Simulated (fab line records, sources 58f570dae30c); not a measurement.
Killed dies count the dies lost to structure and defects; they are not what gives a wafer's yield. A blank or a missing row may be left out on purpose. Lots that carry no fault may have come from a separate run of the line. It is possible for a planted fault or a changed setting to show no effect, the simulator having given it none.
Shared-tool check | flow berkeleyCmos170 | 14 lots, 42 wafers sampled

== REASON FOR OPENING ==
UCB170_SDANNEAL_RS_MEAS_05, reading NLDD_RS: flagged on 2 of 14 lots. Fault-free wafers read 616.2 ohm/sq, with a standard deviation of 1.4.
Rule: a lot gets a flag if all its wafers with a number sit over 4 standard deviations from that mean, or if no wafer of it has a number. The other lots count as sound.

lot  | measured     | on           | NLDD_RS (ohm/sq), wafer by wafer | flag
L441 | day 6 16:23  | filmMetro-01 | 615.8 614.0 615.2                | 
L444 | day 7 01:56  | filmMetro-03 | 615.0 615.8 616.2                | 
L443 | day 7 02:14  | filmMetro-01 | 615.6 615.1 614.8                | 
L445 | day 7 18:07  | filmMetro-03 | 617.6 615.1 618.0                | 
L446 | day 7 18:34  | filmMetro-01 | 616.5 615.9 616.2                | 
L447 | day 8 05:19  | filmMetro-03 | 617.3 618.0 617.0                | 
L448 | day 8 12:58  | filmMetro-01 | 616.3 616.8 616.9                | 
L453 | day 8 23:23  | filmMetro-01 | 577.6 559.3 552.1                | FLAGGED
L452 | day 8 23:56  | filmMetro-01 | 556.3 579.1 558.1                | FLAGGED
L457 | day 10 05:09 | filmMetro-02 | 613.8 613.8 615.0                | 
L455 | day 10 05:35 | filmMetro-01 | 614.3 614.0 616.1                | 
L460 | day 11 03:25 | filmMetro-02 | 614.6 615.3 616.7                | 
L462 | day 11 11:52 | filmMetro-03 | 616.1 615.5 615.3                | 
L464 | day 11 22:47 | filmMetro-03 | 614.8 614.5 613.9                | 
On average the flagged lots' numbers are 563.8 ohm/sq, which is -52.5 ohm/sq against the usual, or -37 standard deviations.

== WHICH TOOL EACH LOT WENT THROUGH ==
The record holds 4 process steps before the reading, out of a route of 331 steps. Read each cell as the tool, then ch plus the chambers that the sampled wafers visited, then the start.
lot  | flag    | UCB170_GATE_ETCH_14               | UCB170_NLDD_IMPLANT_08          | UCB170_NSD_STRIP_09                 | UCB170_SDANNEAL_RTA_00
L441 |         | rieDiel-03 ch 0,1,3, day 5 22:30  | implanter-04 ch 0, day 6 02:46  | plasmaAsher-03 ch 0, day 6 13:28    | rtpAnneal-01 ch 0, day 6 15:53
L444 |         | rieDiel-02 ch 0,1, day 6 09:31    | implanter-02 ch 0, day 6 14:30  | plasmaAsher-03 ch 0,1, day 7 00:24  | rtpAnneal-02 ch 0, day 7 01:28
L443 |         | rieDiel-03 ch 0,1,3, day 6 09:48  | implanter-01 ch 0, day 6 15:50  | plasmaAsher-04 ch 0,1, day 7 00:40  | rtpAnneal-01 ch 0, day 7 01:43
L445 |         | rieDiel-03 ch 0,1,3, day 7 03:09  | implanter-04 ch 0, day 7 06:40  | plasmaAsher-04 ch 0, day 7 16:22    | rtpAnneal-01 ch 0, day 7 17:38
L446 |         | rieDiel-02 ch 0,3, day 7 03:23    | implanter-02 ch 0, day 7 06:56  | plasmaAsher-02 ch 0,1, day 7 17:00  | rtpAnneal-02 ch 0, day 7 18:05
L447 |         | rieDiel-02 ch 1,2,3, day 7 11:13  | implanter-04 ch 0, day 7 16:46  | plasmaAsher-03 ch 0,1, day 8 03:45  | rtpAnneal-01 ch 0, day 8 04:49
L448 |         | rieDiel-02 ch 1,2, day 7 23:32    | implanter-02 ch 0, day 8 02:59  | plasmaAsher-02 ch 0,1, day 8 11:07  | rtpAnneal-02 ch 0, day 8 12:28
L453 | FLAGGED | rieDiel-02 ch 0,1,3, day 8 08:14  | implanter-02 ch 0, day 8 12:02  | plasmaAsher-04 ch 0,1, day 8 21:50  | rtpAnneal-01 ch 0, day 8 22:53
L452 | FLAGGED | rieDiel-02 ch 0,1,3, day 8 08:31  | implanter-02 ch 0, day 8 12:43  | plasmaAsher-02 ch 0,1, day 8 22:23  | rtpAnneal-01 ch 0, day 8 23:28
L457 |         | rieDiel-01 ch 0,1, day 9 12:50    | implanter-04 ch 0, day 9 16:44  | plasmaAsher-04 ch 0,1, day 10 02:59 | rtpAnneal-01 ch 0, day 10 04:39
L455 |         | rieDiel-02 ch 0,1, day 9 13:10    | implanter-01 ch 0, day 9 16:59  | plasmaAsher-04 ch 0,1, day 10 03:22 | rtpAnneal-01 ch 0, day 10 05:05
L460 |         | rieDiel-01 ch 1,3, day 10 12:56   | implanter-04 ch 0, day 10 18:48 | plasmaAsher-04 ch 0,1, day 11 01:52 | rtpAnneal-02 ch 0, day 11 02:56
L462 |         | rieDiel-03 ch 0,1, day 10 20:34   | implanter-01 ch 0, day 11 00:25 | plasmaAsher-02 ch 0,1, day 11 10:19 | rtpAnneal-01 ch 0, day 11 11:22
L464 |         | rieDiel-01 ch 1,2,3, day 11 05:56 | implanter-01 ch 0, day 11 09:36 | plasmaAsher-04 ch 0,1, day 11 20:23 | rtpAnneal-01 ch 0, day 11 22:18
What the steps here do:
- UCB170_GATE_ETCH_14: etches BARC in N2/H2.
- UCB170_NLDD_IMPLANT_08
- UCB170_NSD_STRIP_09: strips in O2.
- UCB170_SDANNEAL_RTA_00: time 10 s.
- UCB170_SDANNEAL_RS_MEAS_05: measures by four-point-probe.

== FLAGGED AGAINST TOTAL, ONE TOOL AT A TIME (gauges that did the reading follow at the end) ==
step                       | tool           | lots run | flagged | share of the flagged lots | sound lots run after its first flagged lot
UCB170_GATE_ETCH_14        | rieDiel-01     | 3        | 0       | none                      | -
UCB170_GATE_ETCH_14        | rieDiel-02     | 7        | 2       | all                       | 1 (L455)
UCB170_GATE_ETCH_14        | rieDiel-03     | 4        | 0       | none                      | -
UCB170_NLDD_IMPLANT_08     | implanter-01   | 4        | 0       | none                      | -
UCB170_NLDD_IMPLANT_08     | implanter-02   | 5        | 2       | all                       | 0
UCB170_NLDD_IMPLANT_08     | implanter-04   | 5        | 0       | none                      | -
UCB170_NSD_STRIP_09        | plasmaAsher-02 | 4        | 1       | some                      | 1 (L462)
UCB170_NSD_STRIP_09        | plasmaAsher-03 | 3        | 0       | none                      | -
UCB170_NSD_STRIP_09        | plasmaAsher-04 | 7        | 1       | some                      | 4 (L457,L455,L460,L464)
UCB170_SDANNEAL_RTA_00     | rtpAnneal-01   | 10       | 2       | all                       | 4 (L457,L455,L462,L464)
UCB170_SDANNEAL_RTA_00     | rtpAnneal-02   | 4        | 0       | none                      | -
UCB170_SDANNEAL_RS_MEAS_05 | filmMetro-01   | 7        | 2       | all                       | 1 (L455)
UCB170_SDANNEAL_RS_MEAS_05 | filmMetro-02   | 2        | 0       | none                      | -
UCB170_SDANNEAL_RS_MEAS_05 | filmMetro-03   | 5        | 0       | none                      | -

== WHAT IS ALLOWED BY THE TABLE ==
4 rows of the table ran every flagged lot: rieDiel-02 at UCB170_GATE_ETCH_14, implanter-02 at UCB170_NLDD_IMPLANT_08, rtpAnneal-01 at UCB170_SDANNEAL_RTA_00, filmMetro-01 at UCB170_SDANNEAL_RS_MEAS_05.
- rieDiel-02 at UCB170_GATE_ETCH_14: 2 of its 7 lots flagged. After the first flagged lot (L455), sound lots still ran on it; a lasting fault on the whole tool would not permit that.
- implanter-02 at UCB170_NLDD_IMPLANT_08: 2 of its 5 lots flagged. It ran its last sound lot, L448, at day 8 02:59 and its first flagged lot, L453, at day 8 12:02: a fault with its onset between the two fits.
- rtpAnneal-01 at UCB170_SDANNEAL_RTA_00: 2 of its 10 lots flagged. After the first flagged lot (L457, L455, L462, L464), sound lots still ran on it; a lasting fault on the whole tool would not permit that.
- filmMetro-01 at UCB170_SDANNEAL_RS_MEAS_05: 2 of its 7 lots flagged. After the first flagged lot (L455), sound lots still ran on it; a lasting fault on the whole tool would not permit that.
One tool is left: implanter-02 at UCB170_NLDD_IMPLANT_08.

== WHAT THE SIMULATOR HAD PUT IN ==
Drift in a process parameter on implanter-02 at UCB170_NLDD_IMPLANT_08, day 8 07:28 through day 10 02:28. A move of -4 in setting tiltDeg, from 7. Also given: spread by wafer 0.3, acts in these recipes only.
Shown lots that were struck: L453, L452. The rule given above showed the same thing.
